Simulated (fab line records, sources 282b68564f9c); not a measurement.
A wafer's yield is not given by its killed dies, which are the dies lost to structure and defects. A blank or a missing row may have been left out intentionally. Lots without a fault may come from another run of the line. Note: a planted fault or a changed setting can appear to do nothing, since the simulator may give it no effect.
Struck lot and sound lot, side by side + flow rit cmos + 43 out of 202 route steps
Sound: these wafers, L262.1, L262.3, L262.6. The struck wafers were L272.1, L272.3, L272.4. Last of all comes the cause.
Order at every step that has rows: each side's tool, ch and its chambers, its first start. Under that, the readings that differ: sound wafers + struck wafers + difference of the means + sigmas: that difference in standard deviations of wafers without a fault.
alike: a reading whose means differ by less than 2 such deviations, as well as words and numbers matching on both sides. not compared: withheld readings; readings where some wafer has no value; bounds like >300 that might hide an equal value; numbers whose values overlap and for which the record gives no deviation.
A row with sigmas, a row that says differs or no value, or rows on one side alone: a step with any of these is where the two part. When numbers do not overlap yet have no deviation, they are printed without sigmas and do not part them. A reading that every wafer of one side lacks parts them only if that side has two wafers or more.

first, 3 steps without rows for these wafers: RIT_PRETRO_EXPOSE_03 (exposes mask M5, target cd 43700 nm); RIT_PRETRO_PEB_04; RIT_PRETRO_DEVELOP_05 (develop time 68 s).
RIT_PRETRO_OVL_MEAS_06:
  sound on overlay-01, day 2 13:48; struck on overlay-02, day 4 17:02
  alike: PRETRO_OVL
then, 2 steps without rows for these wafers: RIT_PRETRO_HARDBAKE_07 (time 120 s); RIT_PRETRO_IMPLANT_08.
RIT_PRETRO_STRIP_09: strips in O2, time 180 s.
  sound on plasma asher-01 ch 0,1, day 2 14:14; struck on plasma asher-04 ch 0,1, day 4 17:29
  alike: chamber pressure mTorr, drypump motor current A
  not compared: rf hours counter h
RIT_PRETRO_TW_MEAS_10:
  sound on film metro-03, day 2 14:25; struck on film metro-01, day 4 17:39
  alike: PRETRO_TW
then, 4 steps without rows for these wafers: RIT_GATE_WET_ETCH_00 (etches SiO2 in BOE, target depth 56 nm, time 60 s); RIT_GATE_CLEAN_01 (cleans in SC1, time 600 s); RIT_GATE_CLEAN_02 (cleans in dHF, time 30 s); RIT_GATE_CLEAN_03 (cleans in SC2, time 600 s).
RIT_GATE_CLEAN_04: cleans in dHF, time 60 s.
  sound on wet bench-01 ch 3, day 2 14:55; struck on wet bench-02 ch 3, day 4 18:07
RIT_FOX2_THK_MEAS_91:
  sound on film metro-02, day 2 14:56; struck on film metro-03, day 4 18:08
| reading                     | sound       | struck      | difference | sigmas |
|-----------------------------|-------------|-------------|------------|--------|
| FIELD_OXIDE_LEFT_2_THK (nm) | 271 262 266 | 247 253 251 | -16        | -3     |
then, 2 steps without rows for these wafers: RIT_GATE_OXIDATION_05 (target thk 3 nm, ox time 270 s); RIT_GATE_ANNEAL_06 (time 600 s).
RIT_GATE_THK_MEAS_07:
  sound on film metro-02, day 2 17:40; struck on film metro-03, day 4 20:18
  alike: GATE_OXIDE_THK
then, 1 step without rows for these wafers: RIT_GATE_CVD_08 (deposits poly-Si from SiH4, target thk 250 nm, time 2220 s).
RIT_GATE_THK_MEAS_09:
  sound on film metro-04, day 2 19:20; struck on film metro-03, day 4 21:59
| reading            | sound             | struck            | difference | sigmas |
|--------------------|-------------------|-------------------|------------|--------|
| GATE_POLY_THK (nm) | 248.8 246.5 247.9 | 253.7 255.1 252.5 | +6.0       | +3     |
then, 6 steps without rows for these wafers: RIT_GATE_HMDS_10 (prime time 60 s); RIT_GATE_COAT_11 (resist thk 841 nm); RIT_GATE_SOFTBAKE_12 (time 60 s); RIT_GATE_EXPOSE_13 (exposes mask M6, target cd 150 nm); RIT_GATE_PEB_14; RIT_GATE_DEVELOP_15 (develop time 50 s).
RIT_GATE_CD_MEAS_16: target cd 150 nm.
  sound on cd sem-01, day 2 20:34; struck on cd sem-01, day 4 23:01
  alike: cd nm
RIT_GATE_OVL_MEAS_17:
  sound on overlay-01, day 2 20:41; struck on overlay-02, day 4 23:08
  alike: GATE_OVL
then, 1 step without rows for these wafers: RIT_GATE_HARDBAKE_18 (time 60 s).
RIT_GATE_ETCH_19: etches poly-Si in SF6/CHF3/O2, stops on SiO2, time 165 s, target depth 312.5 nm.
  sound on rie si-01 ch 0,2,3, day 2 20:52; struck on rie si-01 ch 0,1,3, day 4 23:19
  alike: chamber pressure mTorr, drypump motor current A, oes product au, throttle valve pct
  not compared: rf hours counter h
RIT_GATE_STRIP_20: strips in O2, time 180 s.
  sound on plasma asher-03 ch 1, day 2 20:58; struck on plasma asher-01 ch 0,1, day 4 23:26
  alike: chamber pressure mTorr, drypump motor current A
  not compared: rf hours counter h
RIT_GATE_CD_MEAS_90: target cd 150 nm.
  sound on cd sem-01, day 2 21:09; struck on cd sem-02, day 4 23:36
  alike: cd nm
then, 4 steps without rows for these wafers: RIT_REOX_CLEAN_00 (cleans in SC1, time 610 s); RIT_REOX_CLEAN_01 (cleans in dHF, time 30 s); RIT_REOX_CLEAN_02 (cleans in SC2, time 600 s); RIT_REOX_OXIDATION_03 (target thk 25.2 nm, ox time 5580 s).
RIT_REOX_THK_MEAS_04:
  sound on film metro-02, day 3 00:40; struck on film metro-04, day 5 04:13
  alike: REOX_OXIDE_THK
then, 6 steps without rows for these wafers: RIT_NLDD_HMDS_00 (prime time 60 s); RIT_NLDD_COAT_01 (resist thk 1000 nm); RIT_NLDD_SOFTBAKE_02 (time 60 s); RIT_NLDD_EXPOSE_03 (exposes mask M7, target cd 40700 nm); RIT_NLDD_PEB_04; RIT_NLDD_DEVELOP_05 (develop time 50 s).
RIT_M1_PROBE_99:
  sound on prober-01, day 3 17:10; struck on prober-01, day 5 20:32
| reading                                      | sound                | struck               | difference | sigmas |
|----------------------------------------------|----------------------|----------------------|------------|--------|
| killed_at_M0_to_M3                           | 1 0 0                | 0 0 0                | +0         | -3     |
| model.etest.diode nwell sub.leak log10 a cm2 | -7.566 -7.592 -7.445 | -5.331 -5.252 -5.681 | +2.113     |        |
| model.etest.nmos_0p3.short                   | 0 0 0                | 1 1 1                | +1         |        |
| model.etest.ring.over limit                  | 0 0 0                | 1 1 1                | +1         |        |
| model.etest.pmos_0p15.over limit             | 0 0 0                | 1 1 1                | +1         |        |
| model.etest.antenna poly.over limit          | 0 0 0                | 1 1 1                | +1         |        |
| model.etest.ring.no ring                     | 0 0 0                | 1 1 1                | +1         |        |
| model.etest.antenna contact.over limit       | 0 0 0                | 1 1 1                | +1         |        |
| model.etest.pmos narrow.short                | 0 0 0                | 1 1 1                | +1         |        |
  alike: killed at contacts, killed at front end, killed dies, killed open, killed short

WHERE THEY PART
Earliest at RIT_FOX2_THK_MEAS_91; latest, in this record, at RIT_M1_PROBE_99.

WHY: whatever the simulator had introduced
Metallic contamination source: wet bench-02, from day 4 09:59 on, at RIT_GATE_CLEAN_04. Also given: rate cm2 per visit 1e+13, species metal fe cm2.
